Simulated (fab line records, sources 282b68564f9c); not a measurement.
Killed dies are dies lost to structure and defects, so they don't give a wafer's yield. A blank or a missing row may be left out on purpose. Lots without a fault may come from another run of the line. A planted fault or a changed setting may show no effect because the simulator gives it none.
A struck lot beside a sound one | flow rit_cmos | 43 steps out of a route of 202
Sound: wafers L781.2, L781.3, L781.4. Struck: wafers L795.4, L795.5. (L795.3 of the same lot was not struck and is left out.) The cause comes at the end.
At each step with rows: each side's tool, then ch and its chambers, then its first start. Under that, the readings that differ: sound wafers | struck wafers | difference of the means | sigmas: that difference in standard deviations of wafers without a fault.
alike: readings whose means differ by less than 2 such deviations, and words and numbers that are the same on both sides. not compared: withheld readings, readings that some wafer has no value for, bounds like >300 that may hide the same value, and numbers for which the record gives no deviation and whose values overlap.
The two part at a step that has a row with sigmas, a row that says differs or no value, or rows on one side only. Numbers that don't overlap but have no deviation are shown without sigmas and don't part them. A reading that every wafer of one side lacks parts them only if that side has two wafers or more.

first, 1 step without rows for these wafers: RIT_WELLDRIVE_ANNEAL_00 (time 14700 s).
RIT_WELLDRIVE_RS_MEAS_01: measures by four-point-probe.
  sound on film_metro-01, day 2 23:53; struck on film_metro-02, day 5 18:13
  alike: NWELL_RS
RIT_WELLDRIVE_RS_MEAS_02: measures by four-point-probe.
  sound on film_metro-01, day 3 00:00; struck on film_metro-02, day 5 18:20
  reading           | sound             | struck      | difference | sigmas
  PWELL_RS (ohm/sq) | 430.6 430.4 430.9 | 427.6 426.8 | -3.4       | -2
then, 6 steps without rows for these wafers: RIT_NRETRO_HMDS_00 (prime time 60 s); RIT_NRETRO_COAT_01 (resist thk 1300 nm); RIT_NRETRO_SOFTBAKE_02 (time 60 s); RIT_NRETRO_EXPOSE_03 (exposes mask M4, target cd 43900 nm); RIT_NRETRO_PEB_04; RIT_NRETRO_DEVELOP_05 (develop time 68 s).
RIT_NRETRO_OVL_MEAS_06:
  sound on overlay-01, day 3 01:07; struck on overlay-01, day 5 19:19
  alike: NRETRO_OVL
then, 2 steps without rows for these wafers: RIT_NRETRO_HARDBAKE_07 (time 120 s); RIT_NRETRO_IMPLANT_08.
RIT_NRETRO_STRIP_09: strips in O2, time 180 s.
  sound on plasma_asher-02 ch 0,1, day 3 01:32; struck on plasma_asher-02 ch 1, day 5 19:55
  alike: drypump_motor_current_A
  not compared: rf_hours_counter_h
RIT_NRETRO_TW_MEAS_10:
  sound on film_metro-03, day 3 01:44; struck on film_metro-02, day 5 20:03
  alike: NRETRO_TW
then, 6 steps without rows for these wafers: RIT_PRETRO_HMDS_00 (prime time 60 s); RIT_PRETRO_COAT_01 (resist thk 1300 nm); RIT_PRETRO_SOFTBAKE_02 (time 60 s); RIT_PRETRO_EXPOSE_03 (exposes mask M5, target cd 43700 nm); RIT_PRETRO_PEB_04; RIT_PRETRO_DEVELOP_05 (develop time 68 s).
RIT_PRETRO_OVL_MEAS_06:
  sound on overlay-01, day 3 02:40; struck on overlay-01, day 5 21:07
  alike: PRETRO_OVL
then, 2 steps without rows for these wafers: RIT_PRETRO_HARDBAKE_07 (time 120 s); RIT_PRETRO_IMPLANT_08.
RIT_PRETRO_STRIP_09: strips in O2, time 180 s.
  sound on plasma_asher-03 ch 0,1, day 3 03:05; struck on plasma_asher-01 ch 0, day 5 21:35
  alike: drypump_motor_current_A
  not compared: rf_hours_counter_h
RIT_PRETRO_TW_MEAS_10:
  sound on film_metro-04, day 3 03:17; struck on film_metro-01, day 5 21:44
  reading   | sound             | struck      | difference | sigmas
  PRETRO_TW | 469.8 470.2 470.1 | 476.4 475.0 | +5.7       | +2
then, 5 steps without rows for these wafers: RIT_GATE_WET_ETCH_00 (etches SiO2 in BOE, target depth 56 nm, time 60 s); RIT_GATE_CLEAN_01 (cleans in SC1, time 600 s); RIT_GATE_CLEAN_02 (cleans in dHF, time 30 s); RIT_GATE_CLEAN_03 (cleans in SC2, time 600 s); RIT_GATE_CLEAN_04 (cleans in dHF, time 60 s).
RIT_FOX2_THK_MEAS_91:
  sound on film_metro-03, day 3 03:47; struck on film_metro-02, day 5 22:26
  alike: FIELD_OXIDE_LEFT_2_THK
then, 2 steps without rows for these wafers: RIT_GATE_OXIDATION_05 (target thk 3 nm, ox time 270 s); RIT_GATE_ANNEAL_06 (time 600 s).
RIT_GATE_THK_MEAS_07:
  sound on film_metro-02, day 3 06:14; struck on film_metro-03, day 6 01:11
  alike: GATE_OXIDE_THK
then, 1 step without rows for these wafers: RIT_GATE_CVD_08 (deposits poly-Si from SiH4, target thk 250 nm, time 2220 s).
RIT_GATE_THK_MEAS_09:
  sound on film_metro-02, day 3 07:55; struck on film_metro-04, day 6 02:52
  reading            | sound             | struck      | difference | sigmas
  GATE_POLY_THK (nm) | 254.5 255.8 254.6 | 246.8 248.0 | -7.6       | -3
then, 6 steps without rows for these wafers: RIT_GATE_HMDS_10 (prime time 60 s); RIT_GATE_COAT_11 (resist thk 850 nm); RIT_GATE_SOFTBAKE_12 (time 60 s); RIT_GATE_EXPOSE_13 (exposes mask M6, target cd 150 nm); RIT_GATE_PEB_14; RIT_GATE_DEVELOP_15 (develop time 50 s).
RIT_M1_PROBE_99:
  sound on prober-01, day 4 07:10; struck on prober-02, day 7 00:07
  reading             | sound  | struck | difference | sigmas
  killed_at_front_end | 4 12 4 | 33 30  | +25        | +8
  killed_dies         | 4 12 4 | 33 30  | +25        | +8
  killed_on_rim       | 0 7 2  | 12 11  | +8         | +6
  alike: killed_open, killed_short

WHERE THEY PART
First at RIT_WELLDRIVE_RS_MEAS_02; last, within this record, at RIT_M1_PROBE_99.

WHY: what the simulator had put in
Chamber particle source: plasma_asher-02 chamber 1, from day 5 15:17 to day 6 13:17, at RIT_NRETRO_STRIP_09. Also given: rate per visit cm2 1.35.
